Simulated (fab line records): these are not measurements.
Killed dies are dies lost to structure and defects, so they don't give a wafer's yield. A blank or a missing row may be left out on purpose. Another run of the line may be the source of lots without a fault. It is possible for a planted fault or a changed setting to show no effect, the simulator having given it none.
Which of the tools did it? + flow berkeley_cmos170 + 7 lots with 21 wafers sampled at 2 steps, on a route of 331 steps

## WHAT EACH GAUGE READ, for each wafer
UCB170_SDANNEAL_RS_MEAS_02: uses a four-point probe to measure.
| lot  | measured     | on            | PSD_RS (ohm/sq) |
|------|--------------|---------------|-----------------|
| L140 | day 7 16:44  | film_metro-03 | 75.4 75.7 75.7  |
| L138 | day 7 17:08  | film_metro-04 | 75.3 75.4 75.4  |
| L143 | day 8 05:48  | film_metro-03 | 75.5 75.3 75.2  |
| L148 | day 9 12:05  | film_metro-04 | 76.1 75.8 75.6  |
| L150 | day 10 02:07 | film_metro-03 | 56.7 56.8 56.8  |
| L149 | day 10 07:30 | film_metro-04 | 56.6 56.6 56.3  |
| L160 | day 11 19:04 | film_metro-04 | 75.2 75.1 75.3  |

## TOOL THAT RAN EACH LOT (tool first, then ch and the chambers of the sampled wafers, then the start)
| lot  | UCB170_SDANNEAL_RTA_01           |
|------|----------------------------------|
| L140 | rtp_anneal-02 ch 0, day 7 16:40  |
| L138 | rtp_anneal-01 ch 0, day 7 17:00  |
| L143 | rtp_anneal-02 ch 0, day 8 05:44  |
| L148 | rtp_anneal-01 ch 0, day 9 12:01  |
| L150 | rtp_anneal-02 ch 0, day 10 02:03 |
| L149 | rtp_anneal-02 ch 0, day 10 07:26 |
| L160 | rtp_anneal-01 ch 0, day 11 19:01 |
- UCB170_SDANNEAL_RTA_01: time 5 s.

## THE ANSWER, worked out from the rows above alone
Rule: what is usual is taken from the lots themselves. Put in order of their means at a reading, lots are off if they are a third of the lots or fewer, leave a main group of 4 or more, and stand apart from it by a gap of 3 or more times the standard deviation of the main group's means; of several such gaps the widest counts. Not used: any main group whose means are identical at the precision the tables above print for the reading. A lot without any number at a reading at which 4 lots or more have one is off too. Where the step has rows for the other lots, those lots are counted as sound.
Off: L150, L149, at UCB170_SDANNEAL_RS_MEAS_02 (PSD_RS). The main group: mean 75.5 ohm/sq, standard deviation 0.22.
A tool fits if, at a process step before that reading, it ran every lot that is off, and no sound lot after the first of them. The gauges at UCB170_SDANNEAL_RS_MEAS_02 are tried like those tools. One candidate fits, namely rtp_anneal-02 at UCB170_SDANNEAL_RTA_01. A fault onset in the window from L143 (day 8 05:44, its last sound lot) to L150 (day 10 02:03, its first lot off) fits.

## WHAT THE SIMULATOR HAD PUT IN
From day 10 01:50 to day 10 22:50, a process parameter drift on rtp_anneal-02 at UCB170_SDANNEAL_RTA_01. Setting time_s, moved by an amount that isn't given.
Struck lots among those shown: L150, L149. The rule above found the same.
